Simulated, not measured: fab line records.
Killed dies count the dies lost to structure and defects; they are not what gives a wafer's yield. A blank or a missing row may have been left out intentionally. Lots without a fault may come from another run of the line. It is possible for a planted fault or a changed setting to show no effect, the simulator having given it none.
Split-lot experiment ; flow berkeleyCmos170 ; 23 wafers read across 5 lots, on a route 331 steps long

SPLIT DETAILS
At UCB170_NSD_IMPLANT_08, the setting doseCm2 was moved away from the recipe's 3e+15 on 8 of the 23 wafers read, by -4.6% to +6.7%. The other wafers ran this setting at the recipe's value.

FROM THE SPLIT TO THE READING: what the file shows between them, 3 steps
- UCB170_NSD_STRIP_09: strips in O2
- UCB170_NSD_CLEAN_11: cleans in SPM, time 600 s
- UCB170_SDANNEAL_RTA_01: time 5 s

THE READING
NSD_RS in ohm/sq, measured at UCB170_SDANNEAL_RS_MEAS_03 by four-point-probe. Fault-free wafers of this fab line usually give 37.32 ohm/sq, standard deviation 0.076 ohm/sq.

wafer;tool, chamber at the split;doseCm2 as run;against the recipe;NSD_RS, ohm/sq;against lot-mates on the recipe
L075.1;implanter-01, 0;2.863e+15;-4.6%;38.05;+0.82
L075.2;implanter-01, 0;3e+15;recipe;37.17;-
L075.3;implanter-01, 0;3e+15;recipe;37.28;-
L075.4;implanter-01, 0;3e+15;recipe;37.25;-
L075.5;implanter-01, 0;2.863e+15;-4.6%;38.07;+0.84
L077.2;implanter-03, 0;3.176e+15;+5.9%;36.47;-0.94
L077.3;implanter-03, 0;3.176e+15;+5.9%;36.37;-1.04
L077.4;implanter-03, 0;3e+15;recipe;37.43;-
L077.5;implanter-03, 0;3e+15;recipe;37.44;-
L077.6;implanter-03, 0;3e+15;recipe;37.37;-
L081.1;implanter-03, 0;3e+15;recipe;37.31;-
L081.2;implanter-03, 0;3e+15;recipe;37.23;-
L081.3;implanter-03, 0;3e+15;recipe;37.34;-
L083.1;implanter-02, 0;3e+15;recipe;37.21;-
L083.2;implanter-02, 0;3e+15;recipe;37.23;-
L083.3;implanter-02, 0;3e+15;recipe;37.21;-
L083.5;implanter-02, 0;3.2e+15;+6.7%;36.26;-0.96
L083.6;implanter-02, 0;3.2e+15;+6.7%;36.18;-1.04
L085.1;implanter-03, 0;3e+15;recipe;37.29;-
L085.2;implanter-03, 0;3e+15;recipe;37.29;-
L085.3;implanter-03, 0;2.92e+15;-2.7%;37.80;+0.49
L085.4;implanter-03, 0;2.92e+15;-2.7%;37.76;+0.45
L085.5;implanter-03, 0;3e+15;recipe;37.34;-

FIT RESULTS
A straight line over all 23 wafers: NSD_RS changes by -0.161 ohm/sq for each +1% of doseCm2; r = -0.99; the points scatter about the line by 0.074 ohm/sq.
The same after taking each lot's own level away (the mean of its wafers on the recipe; 23 wafers): -0.165 ohm/sq for each +1%; r = -1.00; scatter 0.052 ohm/sq.
On that fit, the largest move of doseCm2 shifts the reading by 1.1 ohm/sq.
Across the lots, their own levels run from 37.217 to 37.413 ohm/sq, a range of 2.6 times the standard deviation given above.
The two slopes are in agreement: the lot-to-lot level therefore moves the slope only a little.
Check: -1.12 ohm/sq against its lot-mates is what the line predicts for one of the wafers moved furthest among these (+6.7%) when that wafer is left out of the fit. Against them it came out at -0.957 ohm/sq.

OTHER SPLITS APPLIED TO THESE WAFERS
Before the reading, these wafers also passed through other splits. Each is held against what the fit with the lots' levels taken away leaves over:
other split on the same wafers;wafers away from the commonest value;r with NSD_RS (lot level and that fit taken away)
UCB170_PLDD_COAT_01 resistThkNm;7;-0.03
UCB170_NLDD_EXPOSE_03 doseMj;4;+0.05
UCB170_NLDD_DEVELOP_05 developTimeS;11;+0.38
UCB170_NSD_COAT_01 resistThkNm;3;+0.44

THE WHOLE CHAIN: every reading that the file lists as answering this split, in the file's order
step;what it does;reading;change (the file's fit);r (the file's)
UCB170_SDANNEAL_RS_MEAS_03;measures by four-point-probe;NSD_RS;-0.164 for each +1% of the setting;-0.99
UCB170_NSD_STRIP_09;strips in O2;stripTimeToEndpointS;withheld for each +1% of the setting, in a fit together with resistThkNm@NSD_COAT_01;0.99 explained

FILE'S OWN FIT
NSD_RS changes by -0.164 ohm/sq for each +1% of doseCm2, r = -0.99.
